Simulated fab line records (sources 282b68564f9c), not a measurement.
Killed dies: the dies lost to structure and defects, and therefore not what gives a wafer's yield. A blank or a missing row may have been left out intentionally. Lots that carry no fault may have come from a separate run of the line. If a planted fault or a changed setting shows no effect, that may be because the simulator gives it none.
Chamber matching + flow rit_cmos + rie_si-01 running RIT_GATE_ETCH_19: 4 sister chambers
The step etches poly-Si in SF6/CHF3/O2, stops on SiO2, time 165 s, target depth 312.5 nm. 8 wafers are shown with their chamber, then 8 later ones without.

## WAFERS, EACH WITH ITS CHAMBER
| wafer  | chamber | drypump_motor_current_A (A) | throttle_valve_pct (%) |
|--------|---------|-----------------------------|------------------------|
| L820.4 | 0       | 5.2                         | 10.20                  |
| L820.5 | 2       | 6.4                         | 10.40                  |
| L822.2 | 1       | 6.0                         | 10.21                  |
| L822.6 | 3       | 6.0                         | 10.43                  |
| L824.2 | 0       | 5.1                         | 10.20                  |
| L824.4 | 1       | 6.0                         | 10.21                  |
| L824.5 | 2       | 6.4                         | 10.41                  |
| L826.2 | 3       | 6.0                         | 10.43                  |

## WAFERS WITHOUT THEIR CHAMBER
| wafer  | drypump_motor_current_A (A) | throttle_valve_pct (%) |
|--------|-----------------------------|------------------------|
| L826.4 | 5.1                         | 10.21                  |
| L826.6 | 6.0                         | 10.43                  |
| L828.4 | 6.0                         | 10.44                  |
| L828.5 | 6.0                         | 10.23                  |
| L828.6 | 6.4                         | 10.41                  |
| L832.2 | 6.4                         | 10.40                  |
| L832.4 | 6.0                         | 10.42                  |
| L832.6 | 6.4                         | 10.40                  |

## EACH ONE'S CHAMBER
| wafer  | from the rows above | in truth |
|--------|---------------------|----------|
| L826.4 | 0                   | 0        |
| L826.6 | 3                   | 3        |
| L828.4 | 3                   | 3        |
| L828.5 | 1                   | 1        |
| L828.6 | 2                   | 2        |
| L832.2 | 2                   | 2        |
| L832.4 | 3                   | 3        |
| L832.6 | 2                   | 2        |
Placed correctly: 8 of 8. Left unplaced by these rows: 0. 0 placed wrongly.
How it was worked out, from the rows above alone: a wafer's distance from a chamber is the root of the sum, over the readings, of the square of ((its reading less the chamber's mean) divided by the reading's scatter). If the next closest chamber is less than 2 further off than the closest, the wafer can't be placed; otherwise it belongs to the closest. A chamber's mean is the mean of its shown wafers. The scatter is the square root of a quotient: the sum, over the shown wafers, of each reading's squared deviation from its chamber's mean, divided by wafers minus chambers.
